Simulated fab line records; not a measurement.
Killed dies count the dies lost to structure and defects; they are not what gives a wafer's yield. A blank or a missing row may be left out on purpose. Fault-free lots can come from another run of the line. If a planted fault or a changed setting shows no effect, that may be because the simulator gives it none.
Split-lot experiment :: flow berkeley cmos170 :: route with 331 steps; 5 lots, 23 wafers read

## SPLIT DETAILS
At UCB170_M3_SPUTTER_01 (material Al, target thk 900 nm, time 120 s), the setting time s was moved away from the recipe's 120 s on 7 of the 23 wafers read, by +6.7% to +13.0%. The other wafers ran this setting at the recipe's value.

## FROM THE SPLIT TO THE READING: what the file shows between them, 6 steps
- UCB170_M3_RS_MEAS_02: measures by four-point-probe
- UCB170_M3_THK_MEAS_03: measures by xrf
- UCB170_M3_SOFTBAKE_11: time 60 s (also split here: time s)
- UCB170_M3_EXPOSE_12: exposes mask METAL3, target cd 700 nm
- UCB170_M3_PEB_13
- UCB170_M3_ETCH_17: etches BARC in N2/H2

## THE READING
oes product au, in a.u., at UCB170_M3_METAL_ETCH_18 (etches Al in Cl2/BCl3, stops on SiO2, target depth 1170 nm, time 195 s). A value of 0.847 a.u. with a standard deviation of 0.014 a.u. is what fault-free wafers of this fab line usually give.

wafer: L074.1
tool, chamber at the split: pvd sputter-02, -
time s as run, s: 120
against the recipe: recipe
oes product au, a.u.: 0.850
against lot-mates on the recipe: -

wafer: L074.2
tool, chamber at the split: pvd sputter-02, -
time s as run, s: 120
against the recipe: recipe
oes product au, a.u.: 0.859
against lot-mates on the recipe: -

wafer: L074.5
tool, chamber at the split: pvd sputter-02, -
time s as run, s: 120
against the recipe: recipe
oes product au, a.u.: 0.850
against lot-mates on the recipe: -

wafer: L078.1
tool, chamber at the split: pvd sputter-04, -
time s as run, s: 120
against the recipe: recipe
oes product au, a.u.: 0.861
against lot-mates on the recipe: -

wafer: L078.3
tool, chamber at the split: pvd sputter-04, -
time s as run, s: 120
against the recipe: recipe
oes product au, a.u.: 0.821
against lot-mates on the recipe: -

wafer: L078.4
tool, chamber at the split: pvd sputter-04, -
time s as run, s: 130.3
against the recipe: +8.6%
oes product au, a.u.: 0.909
against lot-mates on the recipe: +0.067

wafer: L078.5
tool, chamber at the split: pvd sputter-04, -
time s as run, s: 120
against the recipe: recipe
oes product au, a.u.: 0.844
against lot-mates on the recipe: -

wafer: L078.6
tool, chamber at the split: pvd sputter-04, -
time s as run, s: 130.3
against the recipe: +8.6%
oes product au, a.u.: 0.903
against lot-mates on the recipe: +0.061

wafer: L080.2
tool, chamber at the split: pvd sputter-01, -
time s as run, s: 120
against the recipe: recipe
oes product au, a.u.: 0.852
against lot-mates on the recipe: -

wafer: L080.3
tool, chamber at the split: pvd sputter-01, -
time s as run, s: 120
against the recipe: recipe
oes product au, a.u.: 0.837
against lot-mates on the recipe: -

wafer: L080.4
tool, chamber at the split: pvd sputter-01, -
time s as run, s: 120
against the recipe: recipe
oes product au, a.u.: 0.868
against lot-mates on the recipe: -

wafer: L080.5
tool, chamber at the split: pvd sputter-01, -
time s as run, s: 120
against the recipe: recipe
oes product au, a.u.: 0.840
against lot-mates on the recipe: -

wafer: L080.6
tool, chamber at the split: pvd sputter-01, -
time s as run, s: 120
against the recipe: recipe
oes product au, a.u.: 0.869
against lot-mates on the recipe: -

wafer: L081.1
tool, chamber at the split: pvd sputter-01, -
time s as run, s: 120
against the recipe: recipe
oes product au, a.u.: 0.857
against lot-mates on the recipe: -

wafer: L081.2
tool, chamber at the split: pvd sputter-01, -
time s as run, s: 120
against the recipe: recipe
oes product au, a.u.: 0.840
against lot-mates on the recipe: -

wafer: L081.3
tool, chamber at the split: pvd sputter-01, -
time s as run, s: 135.6
against the recipe: +13.0%
oes product au, a.u.: 0.927
against lot-mates on the recipe: +0.077

wafer: L081.5
tool, chamber at the split: pvd sputter-01, -
time s as run, s: 135.6
against the recipe: +13.0%
oes product au, a.u.: 0.897
against lot-mates on the recipe: +0.047

wafer: L081.6
tool, chamber at the split: pvd sputter-01, -
time s as run, s: 120
against the recipe: recipe
oes product au, a.u.: 0.854
against lot-mates on the recipe: -

wafer: L084.2
tool, chamber at the split: pvd sputter-04, -
time s as run, s: 128.1
against the recipe: +6.7%
oes product au, a.u.: 0.874
against lot-mates on the recipe: +0.031

wafer: L084.3
tool, chamber at the split: pvd sputter-04, -
time s as run, s: 120
against the recipe: recipe
oes product au, a.u.: 0.836
against lot-mates on the recipe: -

wafer: L084.4
tool, chamber at the split: pvd sputter-04, -
time s as run, s: 128.1
against the recipe: +6.7%
oes product au, a.u.: 0.878
against lot-mates on the recipe: +0.035

wafer: L084.5
tool, chamber at the split: pvd sputter-04, -
time s as run, s: 128.1
against the recipe: +6.7%
oes product au, a.u.: 0.867
against lot-mates on the recipe: +0.024

wafer: L084.6
tool, chamber at the split: pvd sputter-04, -
time s as run, s: 120
against the recipe: recipe
oes product au, a.u.: 0.851
against lot-mates on the recipe: -

THE FIT
A straight line over all 23 wafers: oes product au changes by +0.00498 a.u. for each +1% of time s; r = +0.87; the points scatter about the line by 0.013 a.u.
The same after taking each lot's own level away (the mean of its wafers on the recipe; 23 wafers): +0.00528 a.u. for each +1%; r = +0.88; scatter 0.013 a.u.
That fit puts the effect of the largest move of time s on the reading at 0.069 a.u.
The span of the lots' own levels, 0.8420 to 0.8532 a.u., comes to 0.8 times the standard deviation stated above.
Hence the lot-to-lot level has little effect on the slope; both slopes agree.
Check: for one of the wafers moved furthest among these (+13.0%), held out of the fit, the line's prediction against its lot-mates is +0.0659 a.u. Against them it came out at +0.0767 a.u.

## OTHER SPLITS APPLIED TO THESE WAFERS
Other splits were also applied to these wafers ahead of the reading. Each is held against what the fit with the lots' levels taken away leaves over:
other split on the same wafers: UCB170_V2_COAT_07 resist thk nm
wafers away from the commonest value: 6
r with oes product au (lot level and that fit taken away): +0.06

other split on the same wafers: UCB170_V2_EXPOSE_09 dose mj
wafers away from the commonest value: 9
r with oes product au (lot level and that fit taken away): -0.23

other split on the same wafers: UCB170_M3_SOFTBAKE_11 time s
wafers away from the commonest value: 5
r with oes product au (lot level and that fit taken away): -0.02

## THE WHOLE CHAIN: every reading that the file lists as answering this split, in the file's order
step: UCB170_M3_SPUTTER_01
what it does: material Al, target thk 900 nm, time 120 s
reading: Al_of_M3_SPUTTER_01.thk nm (the simulator's own value, which no gauge read)
change (the file's fit): +9.44 nm for each +1% of the setting
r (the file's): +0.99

step: UCB170_M3_RS_MEAS_02
what it does: measures by four-point-probe
reading: M3_AL_RS
change (the file's fit): -0.000305 for each +1% of the setting
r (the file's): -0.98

step: UCB170_M3_THK_MEAS_03
what it does: measures by xrf
reading: M3_AL_THK
change (the file's fit): +9.45 for each +1% of the setting
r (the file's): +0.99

step: UCB170_M3_METAL_ETCH_18
what it does: etches Al in Cl2/BCl3, stops on SiO2, target depth 1170 nm, time 195 s
reading: oes product au
change (the file's fit): +0.00539 a.u. for each +1% of the setting
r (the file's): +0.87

## FILE'S OWN FIT
oes product au changes by +0.00539 a.u. for each +1% of time s, r = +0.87.
